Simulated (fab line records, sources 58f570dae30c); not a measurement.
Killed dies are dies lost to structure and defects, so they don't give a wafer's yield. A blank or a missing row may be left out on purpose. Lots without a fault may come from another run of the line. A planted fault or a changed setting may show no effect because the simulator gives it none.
Chamber matching | flow berkeley_cmos170 | UCB170_GATE_ETCH_15 on rie_si-01: 4 sister chambers
The step etches poly-Si in HBr/Cl2, stops on SiO2, time 56.3 s, target depth 278.2 nm. 4 wafers are shown with their chamber, then 7 later ones without.

WAFERS WITH THEIR CHAMBER
wafer  | chamber | throttle_valve_pct (%)
L429.2 | 3       | 26.29
L429.6 | 0       | 26.08
L430.2 | 1       | 26.50
L430.4 | 2       | 26.84

WAFERS WITHOUT THEIR CHAMBER
wafer  | throttle_valve_pct (%)
L430.6 | 26.50
L434.1 | 26.83
L434.3 | 26.08
L434.5 | 26.83
L432.3 | 26.50
L433.1 | 26.50
L433.2 | 26.83

WHICH CHAMBER EACH WENT THROUGH
wafer  | from the rows above | in truth
L430.6 | 1                   | 1
L434.1 | 2                   | 2
L434.3 | 0                   | 0
L434.5 | 2                   | 2
L432.3 | 1                   | 1
L433.1 | 1                   | 1
L433.2 | 2                   | 2
Placed correctly: 7 of 7. Can't be placed from these rows: 0. Placed wrongly: 0.
How it was worked out, from the rows above alone: a wafer's distance from a chamber is the root of the sum, over the readings, of the square of ((its reading less the chamber's mean) divided by the reading's scatter). The wafer belongs to the nearest chamber; if the next one is less than 2 further off, it can't be placed. A chamber's mean is the mean of its shown wafers. The scatter: with one shown wafer a chamber, the root of the mean of the squares of how far each hidden wafer lies from its nearest shown one.
